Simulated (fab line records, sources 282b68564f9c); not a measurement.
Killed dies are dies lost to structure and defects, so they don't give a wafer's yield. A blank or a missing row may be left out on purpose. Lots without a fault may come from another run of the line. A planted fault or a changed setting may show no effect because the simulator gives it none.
Split-lot experiment | flow rit_cmos | 5 lots, 23 wafers read, on a route of 202 steps

THE SPLIT
At RIT_NWELL_IMPLANT_08, the setting dose_cm2 was moved away from the recipe's 5e+13 on 10 of the 23 wafers read, by -3.1% to +6.1%. The other wafers ran this setting at the recipe's value.

FROM THE SPLIT TO THE READING: what the file shows between them, 8 steps
- RIT_PWELL_COAT_01: resist thk 1300 nm (also split here: spin_rpm)
- RIT_PWELL_SOFTBAKE_02: time 60 s
- RIT_PWELL_EXPOSE_03: exposes mask M3, target cd 43700 nm
- RIT_PWELL_DEVELOP_05: develop time 68 s
- RIT_PWELL_HARDBAKE_07: time 120 s
- RIT_PWELL_IMPLANT_08 (also split here: dose_cm2)
- RIT_PWELL_STRIP_09: strips in O2, time 180 s
- RIT_WELLDRIVE_ANNEAL_00: time 14700 s

THE READING
NWELL_RS, in ohm/sq, at RIT_WELLDRIVE_RS_MEAS_01 (measures by four-point-probe). Fault-free wafers of this fab line usually give 275.7 ohm/sq, standard deviation 0.74 ohm/sq.

wafer  | tool, chamber at the split | dose_cm2 as run | against the recipe | NWELL_RS, ohm/sq | against lot-mates on the recipe
L074.1 | implanter-01, 0            | 5.304e+13       | +6.1%              | 265.1            | -10.1
L074.2 | implanter-01, 0            | 5e+13           | recipe             | 274.8            | -
L074.3 | implanter-01, 0            | 5.304e+13       | +6.1%              | 266.1            | -9.1
L074.4 | implanter-01, 0            | 5.304e+13       | +6.1%              | 265.5            | -9.7
L074.5 | implanter-01, 0            | 5e+13           | recipe             | 275.6            | -
L075.1 | implanter-03, 0            | 5e+13           | recipe             | 275.6            | -
L075.2 | implanter-03, 0            | 5e+13           | recipe             | 275.7            | -
L075.3 | implanter-03, 0            | 5e+13           | recipe             | 275.2            | -
L075.5 | implanter-03, 0            | 4.845e+13       | -3.1%              | 281.0            | +5.5
L075.6 | implanter-03, 0            | 4.845e+13       | -3.1%              | 280.4            | +4.9
L076.1 | implanter-01, 0            | 5e+13           | recipe             | 277.4            | -
L076.2 | implanter-01, 0            | 5e+13           | recipe             | 275.8            | -
L076.6 | implanter-01, 0            | 5e+13           | recipe             | 276.9            | -
L078.1 | implanter-03, 0            | 4.884e+13       | -2.3%              | 280.0            | +3.6
L078.2 | implanter-03, 0            | 4.884e+13       | -2.3%              | 279.9            | +3.5
L078.4 | implanter-03, 0            | 4.884e+13       | -2.3%              | 280.3            | +3.9
L078.5 | implanter-03, 0            | 5e+13           | recipe             | 276.2            | -
L078.6 | implanter-03, 0            | 5e+13           | recipe             | 276.5            | -
L085.2 | implanter-01, 0            | 5e+13           | recipe             | 276.0            | -
L085.3 | implanter-01, 0            | 5.099e+13       | +2.0%              | 272.7            | -3.4
L085.4 | implanter-01, 0            | 5.099e+13       | +2.0%              | 272.8            | -3.3
L085.5 | implanter-01, 0            | 5e+13           | recipe             | 275.7            | -
L085.6 | implanter-01, 0            | 5e+13           | recipe             | 276.6            | -

THE FIT
A straight line over all 23 wafers: NWELL_RS changes by -1.69 ohm/sq for each +1% of dose_cm2; r = -0.99; the points scatter about the line by 0.6 ohm/sq.
The same after taking each lot's own level away (the mean of its wafers on the recipe; 23 wafers): -1.6 ohm/sq for each +1%; r = -1.00; scatter 0.39 ohm/sq.
On that fit, the largest move of dose_cm2 shifts the reading by 9.8 ohm/sq.
The lots' own levels span 275.20 to 276.70 ohm/sq, that is 2.0 times the standard deviation above.
So the lot-to-lot level changes the slope little: the two slopes agree.
Check: with one of the wafers moved furthest among these (+6.1%) left out of the fit, the line predicts -9.61 ohm/sq for it against its lot-mates. It came out at -10.1 ohm/sq against them.

OTHER SPLITS ON THESE WAFERS
These wafers also went through other splits before the reading. Each is held against what the fit with the lots' levels taken away leaves over:
other split on the same wafers       | wafers away from the commonest value | r with NWELL_RS (lot level and that fit taken away)
RIT_ACTIVE_COAT_06 resist_thk_nm     | 5                                    | +0.15
RIT_ACTIVE_DEVELOP_10 develop_time_s | 10                                   | -0.06
RIT_PWELL_COAT_01 spin_rpm           | 8                                    | +0.09
RIT_PWELL_IMPLANT_08 dose_cm2        | 7                                    | +0.28

THE FILE'S OWN FIT
NWELL_RS changes by -1.61 ohm/sq for each +1% of dose_cm2, r = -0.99.
